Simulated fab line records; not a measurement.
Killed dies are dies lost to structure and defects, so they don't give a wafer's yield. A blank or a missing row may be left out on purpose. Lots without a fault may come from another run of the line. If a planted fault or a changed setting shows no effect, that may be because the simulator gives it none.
Struck lot and sound lot, side by side -- flow berkeleyCmos170 -- 16 steps out of a route of 331
Sound: these wafers, L815.1, L815.3, L815.6. Wafers L817.2, L817.4, L817.5 were the ones struck. The cause is named last.
Order at every step that has rows: each side's tool, ch and its chambers, its first start. Under that, the readings that differ: sound wafers -- struck wafers -- difference of the means -- sigmas: that difference in standard deviations of wafers without a fault.
alike: words and numbers the same on both sides, and readings whose means are apart by under 2 such deviations; not compared: readings that were withheld, readings missing a value for some wafer, numbers with overlapping values and no deviation given by the record, and bounds like >300 which may hide the same value.
A row with sigmas, a row that says differs or no value, or rows on one side alone: a step with any of these is where the two part. Numbers that don't overlap but have no deviation are shown without sigmas and don't part them. A reading that every wafer of one side lacks parts them only if that side has two wafers or more.

UCB170_V2_CMP_02: polishes SiO2.
  sound on cmp-02 ch 1,2,3, day 9 05:00; struck on cmp-01 ch 0,1,3, day 9 19:44
  alike: motorCurrentA, slurryFilterDpKPa
UCB170_V2_BOW_MEAS_03:
  sound: filmMetro-01 at day 9 05:18; struck: filmMetro-01 at day 9 19:58
  alike: V2_BOW
UCB170_V2_THK_MEAS_04:
  sound: filmMetro-01 at day 9 05:25; struck: filmMetro-01 at day 9 20:04
  alike: V2_POLISHED_THK
then, 7 steps without rows for these wafers: UCB170_V2_CLEAN_05 (cleans in DIW); UCB170_V2_HMDS_06 (prime time 60 s); UCB170_V2_COAT_07 (resist thk 900 nm); UCB170_V2_SOFTBAKE_08 (time 60 s); UCB170_V2_EXPOSE_09 (exposes mask VIA2, target cd 700 nm); UCB170_V2_PEB_10; UCB170_V2_DEVELOP_11 (develop time 45 s).
UCB170_V2_CD_MEAS_12: the cd target is 700 nm.
  sound: cdSem-01 at day 9 06:31; struck: cdSem-01 at day 9 21:19
reading,sound,struck,difference,sigmas
cdNm (nm),700.7 700.2 699.3,696.7 696.8 697.5,-3.1,-2
UCB170_V2_OVL_MEAS_13:
  sound: overlay-02 at day 9 06:38; struck: overlay-02 at day 9 21:25
  alike: V2_OVL
UCB170_V2_ETCH_14: etches SiO2 in CHF3/CF4/Ar, stops on Al, target depth 1250 nm, time 291 s.
  sound on rieDiel-04 ch 0,2,3, day 9 06:40; struck on rieDiel-04 ch 0,1, day 9 21:26
reading,sound,struck,difference,sigmas
oesProductAu (a.u.),0.863 0.883 0.857,0.825 0.824 0.823,-0.044,-3
overEtchFrac,0.25 0.25 0.25,0.40933 0.40933 0.40933,+0.15933,
model.KrF_of_V2_COAT_07.thkNm (nm),604.7 618.8 609.6,581.7 588.4 588.6,-24.8,
  alike: chamberPressureMTorr, drypumpMotorCurrentA, throttleValvePct
  not compared: rfHoursCounterH
UCB170_V2_STRIP_15: strips in O2.
  sound on plasmaAsher-03 ch 1, day 9 06:51; struck on plasmaAsher-03 ch 0,1, day 9 21:37
reading,sound,struck,difference,sigmas
stripTimeToEndpointS (s),15.19 15.53 15.30,14.64 14.80 14.80,-0.59,-5
  alike: chamberPressureMTorr, drypumpMotorCurrentA, o2FlowSccm, oesProductAu
  not compared: rfHoursCounterH
UCB170_V2_CD_MEAS_90: the cd target is 700 nm.
  sound: cdSem-01 at day 9 06:57; struck: cdSem-02 at day 9 21:44
reading,sound,struck,difference,sigmas
cdNm (nm),702.7 699.3 699.1,697.2 695.7 696.6,-3.9,-2
UCB170_M3_PROBE_99:
  the record has rows for the struck wafers here (prober-01, day 10 02:12) and none for the sound ones

WHERE THEY PART
Last at UCB170_M3_PROBE_99 as far as this record goes, first at UCB170_V2_CD_MEAS_12.

WHY: what had been put in by the simulator
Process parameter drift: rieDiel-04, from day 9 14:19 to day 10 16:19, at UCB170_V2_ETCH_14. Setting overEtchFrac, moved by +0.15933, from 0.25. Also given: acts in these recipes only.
